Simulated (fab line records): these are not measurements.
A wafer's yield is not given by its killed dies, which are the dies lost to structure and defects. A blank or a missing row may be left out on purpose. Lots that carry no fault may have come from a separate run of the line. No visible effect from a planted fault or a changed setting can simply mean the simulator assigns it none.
Comparing a struck lot with a sound one	flow ritCmos	44 out of 202 route steps
Sound: wafers L323.2, L323.5, L323.6. Struck: wafers L325.1, L325.2, L325.6. Last of all comes the cause.
At each step with rows: each side's tool, then ch and its chambers, then its first start. Under that, the readings that differ: sound wafers	struck wafers	difference of the means	sigmas: that difference in standard deviations of wafers without a fault.
alike: readings whose means differ by less than 2 such deviations, and words and numbers that are the same on both sides. not compared: withheld readings, readings that some wafer has no value for, bounds like >300 that may hide the same value, and numbers for which the record gives no deviation and whose values overlap.
Wherever a step has rows on one side only, a row that says differs or no value, or a row with sigmas, the two part there. Non-overlapping numbers with no deviation appear without sigmas and do not part them. A reading missing from all wafers of one side parts the sides only when that side holds two or more wafers.

first, 2 steps without rows for these wafers: RIT_NLDD_HARDBAKE_07 (time 60 s); RIT_NLDD_IMPLANT_08.
RIT_NLDD_STRIP_09: strips in O2, time 180 s.
  sound on plasmaAsher-01 ch 0,1, day 4 09:55; struck on plasmaAsher-02 ch 0,1, day 4 20:35
  alike: drypumpMotorCurrentA
  not compared: rfHoursCounterH
RIT_NLDD_TW_MEAS_10:
  sound: filmMetro-01 at day 4 10:07; struck: filmMetro-01 at day 4 20:46
  alike: NLDD_TW
then, 6 steps without rows for these wafers: RIT_PLDD_HMDS_00 (prime time 60 s); RIT_PLDD_COAT_01 (resist thk 1000 nm); RIT_PLDD_SOFTBAKE_02 (time 60 s); RIT_PLDD_EXPOSE_03 (exposes mask M8, target cd 40900 nm); RIT_PLDD_PEB_04; RIT_PLDD_DEVELOP_05 (develop time 50 s).
RIT_PLDD_OVL_MEAS_06:
  sound: overlay-01 at day 4 11:01; struck: overlay-02 at day 4 21:41
reading	sound	struck	difference	sigmas
PLDD_OVL (nm)	0.6 2.3 2.0	-2.7 -2.3 -0.9	-3.6	-3
then, 1 step without rows for these wafers: RIT_PLDD_HARDBAKE_07 (time 60 s).
RIT_PLDD_IMPLANT_08:
  sound on implanter-03 ch 0, day 4 11:13; struck on implanter-03 ch 0, day 4 21:52
reading	sound	struck	difference	sigmas
doseIonsCm2	9.018e+14 8.998e+14 9.015e+14	1.4401e+15 1.4395e+15 1.4402e+15	+5.3890e+14	+99 or more
endStationPressureTorr (Torr)	7.8e-06 6.8e-06 7e-06	9e-06 7.6e-06 8.7e-06	+1e-06	+3
faradayCurrentUA	2828 2942 2921	4464 4537 4473	+1594	+31
RIT_PLDD_STRIP_09: strips in O2, time 180 s.
  sound on plasmaAsher-01 ch 0,1, day 4 11:21; struck on plasmaAsher-01 ch 0,1, day 4 22:01
  alike: drypumpMotorCurrentA
  not compared: rfHoursCounterH
RIT_PLDD_TW_MEAS_10:
  sound: filmMetro-04 at day 4 11:32; struck: filmMetro-01 at day 4 22:11
reading	sound	struck	difference	sigmas
PLDD_TW	2373 2391 2385	2606 2607 2606	+223	+11
then, 4 steps without rows for these wafers: RIT_SPACER_CLEAN_00 (cleans in SC1, time 600 s); RIT_SPACER_CLEAN_01 (cleans in dHF, time 30 s); RIT_SPACER_CLEAN_02 (cleans in SC2, time 600 s); RIT_SPACER_CVD_03 (deposits Si3N4 from SiH2Cl2/NH3, target thk 250 nm, time 3173 s).
RIT_SPACER_THK_MEAS_04:
  sound: filmMetro-03 at day 4 14:01; struck: filmMetro-02 at day 5 00:44
  alike: SPACER_NITRIDE_THK
RIT_SPACER_ETCHBACK_05: etches Si3N4 in SF6/CHF3, stops on SiO2, target depth 250 nm, time 240 s.
  sound on rieDiel-04 ch 1,2,3, day 4 14:04; struck on rieDiel-02 ch 2,3, day 5 00:48
  alike: drypumpMotorCurrentA, oesProductAu, throttleValvePct
  not compared: rfHoursCounterH
then, 6 steps without rows for these wafers: RIT_NSD_HMDS_00 (prime time 60 s); RIT_NSD_COAT_01 (resist thk 1000 nm); RIT_NSD_SOFTBAKE_02 (time 60 s); RIT_NSD_EXPOSE_03 (exposes mask M9, target cd 40700 nm); RIT_NSD_PEB_04; RIT_NSD_DEVELOP_05 (develop time 50 s).
RIT_NSD_OVL_MEAS_06:
  sound: overlay-01 at day 4 15:04; struck: overlay-02 at day 5 01:48
  alike: NSD_OVL
then, 2 steps without rows for these wafers: RIT_NSD_HARDBAKE_07 (time 60 s); RIT_NSD_IMPLANT_08.
RIT_NSD_STRIP_09: strips in O2, time 180 s.
  sound on plasmaAsher-04 ch 0,1, day 4 15:24; struck on plasmaAsher-03 ch 0,1, day 5 02:08
  alike: drypumpMotorCurrentA
  not compared: rfHoursCounterH
RIT_NSD_TW_MEAS_10:
  sound: filmMetro-02 at day 4 15:35; struck: filmMetro-01 at day 5 02:19
  alike: NSD_TW
then, 6 steps without rows for these wafers: RIT_PSD_HMDS_00 (prime time 60 s); RIT_PSD_COAT_01 (resist thk 1000 nm); RIT_PSD_SOFTBAKE_02 (time 60 s); RIT_PSD_EXPOSE_03 (exposes mask M10, target cd 40900 nm); RIT_PSD_PEB_04; RIT_PSD_DEVELOP_05 (develop time 50 s).
RIT_PSD_OVL_MEAS_06:
  sound: overlay-02 at day 4 16:37; struck: overlay-02 at day 5 03:21
  alike: PSD_OVL
then, 2 steps without rows for these wafers: RIT_PSD_HARDBAKE_07 (time 60 s); RIT_PSD_IMPLANT_08.
RIT_PSD_STRIP_09: strips in O2, time 180 s.
  sound on plasmaAsher-02 ch 0,1, day 4 16:57; struck on plasmaAsher-04 ch 0,1, day 5 03:41
reading	sound	struck	difference	sigmas
drypumpMotorCurrentA (A)	6.8 6.0 6.8	4.8 5.6 4.8	-1.5	-2
  not compared: rfHoursCounterH
RIT_SDANNEAL_RS_MEAS_06: a four-point-probe measurement.
  sound: filmMetro-02 at day 4 17:52; struck: filmMetro-04 at day 5 04:36
reading	sound	struck	difference	sigmas
PLDD_RS (ohm/sq)	178.5 178.2 178.4	157.0 157.7 157.5	-21.0	-41
RIT_M1_PROBE_99:
  sound: prober-02 at day 5 01:02; struck: prober-02 at day 5 12:21
reading	sound	struck	difference	sigmas
model.etest.pmosTurned.rOnOhmUm	3464 3511 3470	3090 3103 3265	-329	
model.etest.pmos_0p3.rOnOhmUm	6435 6412 6470	5889 5984 6098	-449	
model.etest.pmos_0p15.rOnOhmUm	2819 2882 2870	2496 2518 2626	-310	
model.etest.pldd.rsOhmSq	463.7 467 462.4	379.4 368.3 378.7	-88.9	
model.etest.pldd.lineOhmUm	143.5 146.2 143.2	117.8 115.4 119	-26.9	
model.etest.pmosTurned.driveUaUm	188.8 186.1 186.5	217.7 213.2 203.8	+24.4	
model.etest.pmos_0p15.driveUaUm	247.8 245 244	290.1 283.5 272.3	+36.4	
model.etest.pmos_0p3.driveUaUm	96.52 97.81 96.55	109.6 106.8 105.2	+10.2	
  alike: killedAtFrontEnd, killedDies, killedOpen, killedShort

## WHERE THEY PART
Last at RIT_SDANNEAL_RS_MEAS_06 as far as this record goes, first at RIT_PLDD_OVL_MEAS_06. Later steps at which nothing parts them and some readings are alike: RIT_M1_PROBE_99.

WHY: whatever the simulator had introduced
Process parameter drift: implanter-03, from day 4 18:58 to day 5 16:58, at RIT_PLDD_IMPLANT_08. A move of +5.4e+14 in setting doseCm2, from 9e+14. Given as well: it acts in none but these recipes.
